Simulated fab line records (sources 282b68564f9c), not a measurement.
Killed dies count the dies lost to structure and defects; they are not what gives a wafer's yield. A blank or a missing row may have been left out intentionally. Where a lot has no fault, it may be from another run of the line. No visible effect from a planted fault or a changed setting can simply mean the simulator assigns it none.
Struck lot and sound lot, side by side    flow rit_cmos    15 out of 202 route steps
Sound: wafers L539.3, L539.5, L539.6. The struck wafers were L542.1, L542.2, L542.6. The cause is named last.
For every step that has rows: the tool of each side, followed by ch and its chambers, followed by its first start. Under that, the readings that differ: sound wafers    struck wafers    difference of the means    sigmas: that difference in standard deviations of wafers without a fault.
alike: same words and numbers on both sides, and readings whose means sit less than 2 such deviations apart. not compared: any withheld reading, any reading some wafer has no value for, any bound like >300 that may hide the same value, and any number with overlapping values for which the record gives no deviation.
The two part at a step that has a row with sigmas, a row that says differs or no value, or rows on one side only. Numbers that have no deviation but don't overlap get no sigmas and don't part them. Lack of a reading on every wafer of one side parts them only where that side has two or more wafers.

first, 2 steps without rows for these wafers: RIT_NRETRO_HARDBAKE_07 (time 120 s); RIT_NRETRO_IMPLANT_08.
RIT_NRETRO_STRIP_09: strips in O2, time 180 s.
  sound on plasma_asher-01 ch 0,1, day 3 07:22; struck on plasma_asher-03 ch 0,1, day 3 22:31
  alike: drypump_motor_current_A
  not compared: rf_hours_counter_h
RIT_NRETRO_TW_MEAS_10:
  struck on film_metro-02, day 3 22:41; sound on film_metro-02, day 3 07:31
  alike: NRETRO_TW
then, 6 steps without rows for these wafers: RIT_PRETRO_HMDS_00 (prime time 60 s); RIT_PRETRO_COAT_01 (resist thk 1300 nm); RIT_PRETRO_SOFTBAKE_02 (time 60 s); RIT_PRETRO_EXPOSE_03 (exposes mask M5, target cd 43700 nm); RIT_PRETRO_PEB_04; RIT_PRETRO_DEVELOP_05 (develop time 68 s).
RIT_PRETRO_OVL_MEAS_06:
  struck on overlay-01, day 3 23:46; sound on overlay-01, day 3 08:26
  alike: PRETRO_OVL
then, 1 step without rows for these wafers: RIT_PRETRO_HARDBAKE_07 (time 120 s).
RIT_PRETRO_IMPLANT_08:
  sound on implanter-02 ch 0, day 3 08:46; struck on implanter-02 ch 0, day 4 00:02
reading        sound                             struck                            difference   sigmas
dose_ions_cm2  1.1992e+13 1.1992e+13 1.1977e+13  1.2353e+13 1.2354e+13 1.2367e+13  +3.7100e+11  +26
RIT_PRETRO_STRIP_09: strips in O2, time 180 s.
  sound on plasma_asher-02 ch 0,1, day 3 08:55; struck on plasma_asher-04 ch 0,1, day 4 00:11
  alike: drypump_motor_current_A
  not compared: rf_hours_counter_h
RIT_M1_PROBE_99:
  struck on prober-02, day 5 02:40; sound on prober-01, day 4 12:40
  alike: killed_at_M0_to_M3, killed_at_front_end, killed_dies, killed_on_rim, killed_open, killed_short

WHERE THEY PART
RIT_PRETRO_IMPLANT_08 only, going by this record. Later steps at which nothing parts them and some readings are alike: RIT_PRETRO_STRIP_09, RIT_M1_PROBE_99.

WHY: what the simulator had put in
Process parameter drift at RIT_PRETRO_IMPLANT_08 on implanter-02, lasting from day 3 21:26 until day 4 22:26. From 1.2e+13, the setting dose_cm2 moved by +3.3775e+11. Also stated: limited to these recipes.
